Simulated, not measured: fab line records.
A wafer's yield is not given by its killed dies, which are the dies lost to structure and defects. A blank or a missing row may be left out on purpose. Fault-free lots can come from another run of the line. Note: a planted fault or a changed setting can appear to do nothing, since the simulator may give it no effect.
A single fault, viewed from 2 desks | flow rit_cmos | every desk sees just its own numbers, and what lay behind them comes last

## METROLOGY DESK
Means of the sampled wafers that have a number, per lot and without regard to the tool the lot ran on: this is what the gauges read. Marked OUT: a lot whose mean sits more than 4 standard deviations from the usual mean, which makes it out of limits; the brackets give that distance.
Columns: A = cd_nm at RIT_GATE_CD_MEAS_16, usual 150.1 nm
lot  | first seen here | A
L483 | day 3 05:05     | 151.7
L482 | day 3 05:17     | 149.7
L484 | day 3 12:14     | 155.6
L485 | day 3 15:34     | 148.0
L486 | day 3 19:05     | 151.9
L487 | day 4 00:33     | 151.8
L488 | day 4 05:40     | 146.4
L491 | day 4 19:46     | 148.6
L490 | day 4 19:59     | 147.8
L493 | day 5 06:23     | 158.5
L502 | day 7 01:23     | 149.4
L503 | day 7 08:02     | 147.5
L504 | day 7 11:06     | 146.1
This desk's verdict: no lot among the 13 shows anything out of limits.

## DESK OF THE TOOL OWNER: litho_track-04
The tool's own readings at RIT_GATE_DEVELOP_15 (develop time 50 s): means of the sampled wafers that have a number, for each lot that ran on this tool. Marked OUT: a lot whose mean sits more than 4 standard deviations from the usual mean, which makes it out of limits; the brackets give that distance.
Columns: A = chill_plate_temp_C at RIT_GATE_DEVELOP_15, usual 23.01 C; B = developer_temp_C at RIT_GATE_DEVELOP_15, usual 22.98 C; C = resist_line_temp_C at RIT_GATE_DEVELOP_15, usual 22.99 C
lot  | first seen here | A     | B     | C
L486 | day 3 18:00     | 23.10 | 22.96 | 22.92
L487 | day 4 00:00     | 22.95 | 23.09 | 23.00
L488 | day 4 05:00     | 22.85 | 23.02 | 23.01
L493 | day 5 06:00     | 23.05 | 22.80 | 23.03
This desk's verdict: no lot among the 4 shows anything out of limits.

## ALL TOGETHER
Metrology desk: nothing out of limits seen.
Nothing out of limits was seen by the tool owner's desk.

## WHAT WAS PUT IN BY THE SIMULATOR
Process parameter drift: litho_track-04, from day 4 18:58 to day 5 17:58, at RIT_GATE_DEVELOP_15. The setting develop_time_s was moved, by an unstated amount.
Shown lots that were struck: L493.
